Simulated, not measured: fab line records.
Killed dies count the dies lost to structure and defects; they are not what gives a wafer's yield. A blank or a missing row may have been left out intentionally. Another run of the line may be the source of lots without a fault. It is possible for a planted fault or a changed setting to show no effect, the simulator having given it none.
Split-lot trial | flow ritCmos | 23 wafers read from 5 lots, route of 202 steps

== THE SPLIT ITSELF ==
At RIT_PSD_SOFTBAKE_02 (time 60 s), the setting tempC was moved away from the recipe's 90 C on 10 of the 23 wafers read, by -4.0% to +1.4%. All remaining wafers had this setting at the recipe value.

== FROM THE SPLIT TO THE READING: what the file shows between them, 2 steps ==
- RIT_PSD_EXPOSE_03: exposes mask M10, target cd 40900 nm
- RIT_PSD_PEB_04

== THE READING ==
NOVOLAK_of_PSD_COAT_01.thkNm (the simulator's own value, which no gauge read), in nm, at RIT_PSD_DEVELOP_05 (develop time 50 s). There is no usual value for it anywhere in the file. The 13 wafers here that ran the recipe average 1000.6 nm, standard deviation 4 nm.

wafer  | tool, chamber at the split | tempC as run, C | against the recipe | NOVOLAK_of_PSD_COAT_01.thkNm, nm | against lot-mates on the recipe
L075.1 | lithoTrack-04, 0           | 90              | recipe             | 1005                             | -
L075.3 | lithoTrack-04, 0           | 90              | recipe             | 1007                             | -
L075.5 | lithoTrack-04, 0           | 90              | recipe             | 1007                             | -
L076.2 | lithoTrack-04, 0           | 90              | recipe             | 1004                             | -
L076.3 | lithoTrack-04, 0           | 88.65           | -1.5%              | 1006                             | +4.0
L076.4 | lithoTrack-04, 0           | 90              | recipe             | 1001                             | -
L076.5 | lithoTrack-04, 0           | 90              | recipe             | 1001                             | -
L076.6 | lithoTrack-04, 0           | 88.65           | -1.5%              | 1008                             | +6.0
L079.1 | lithoTrack-01, 0           | 90              | recipe             | 995.2                            | -
L079.2 | lithoTrack-01, 0           | 91.27           | +1.4%              | 994.4                            | -1.1
L079.4 | lithoTrack-01, 0           | 91.27           | +1.4%              | 993                              | -2.5
L079.5 | lithoTrack-01, 0           | 91.27           | +1.4%              | 993.5                            | -2.0
L079.6 | lithoTrack-01, 0           | 90              | recipe             | 995.9                            | -
L083.1 | lithoTrack-02, 0           | 86.4            | -4.0%              | 1010                             | +10.3
L083.2 | lithoTrack-02, 0           | 90              | recipe             | 1002                             | -
L083.3 | lithoTrack-02, 0           | 90              | recipe             | 997.4                            | -
L083.4 | lithoTrack-02, 0           | 86.4            | -4.0%              | 1008                             | +8.3
L083.5 | lithoTrack-02, 0           | 86.4            | -4.0%              | 1008                             | +8.3
L085.1 | lithoTrack-04, 0           | 90              | recipe             | 997.4                            | -
L085.2 | lithoTrack-04, 0           | 86.63           | -3.7%              | 1008                             | +10.4
L085.4 | lithoTrack-04, 0           | 90              | recipe             | 996.7                            | -
L085.5 | lithoTrack-04, 0           | 86.63           | -3.7%              | 1011                             | +13.4
L085.6 | lithoTrack-04, 0           | 90              | recipe             | 998.8                            | -

THE FIT
A straight line over all 23 wafers: NOVOLAK_of_PSD_COAT_01.thkNm changes by -2.57 nm for each +1% of tempC; r = -0.80; the points scatter about the line by 3.6 nm.
The same after taking each lot's own level away (the mean of its wafers on the recipe; 23 wafers): -2.44 nm for each +1%; r = -0.94; scatter 1.6 nm.
Per that fit: largest tempC move, reading shift of 9.8 nm.
The span of the lots' own levels, 995.55 to 1006.33 nm, comes to 2.7 times the standard deviation stated above.
So the lot-to-lot level blurs the effect unless lot-mates are compared.
Check: with one of the wafers moved furthest among these (-4.0%) left out of the fit, the line predicts +10.2 nm for it against its lot-mates. Against them it came out at +10.3 nm.

== OTHER SPLITS ON THESE WAFERS ==
Before the reading, these wafers also passed through other splits. Each is held against what the fit with the lots' levels taken away leaves over:
other split on the same wafers | wafers away from the commonest value | r with NOVOLAK_of_PSD_COAT_01.thkNm (lot level and that fit taken away)
RIT_PRETRO_SOFTBAKE_02 tempC   | 11                                   | +0.11
RIT_GATE_OXIDATION_05 oxTimeS  | 10                                   | -0.18
RIT_GATE_CVD_08 sih4FlowSccm   | 5                                    | -0.16
RIT_GATE_ETCH_19 timeS         | 7                                    | -0.14
RIT_PLDD_IMPLANT_08 energyKev  | 7                                    | +0.19
RIT_SPACER_CVD_03 tempC        | 10                                   | +0.16
RIT_NSD_DEVELOP_05 devTempC    | 11                                   | -0.09

== THE FILE'S OWN FIT ==
NOVOLAK_of_PSD_COAT_01.thkNm changes by -2.58 nm for each +1% of tempC, r = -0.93.
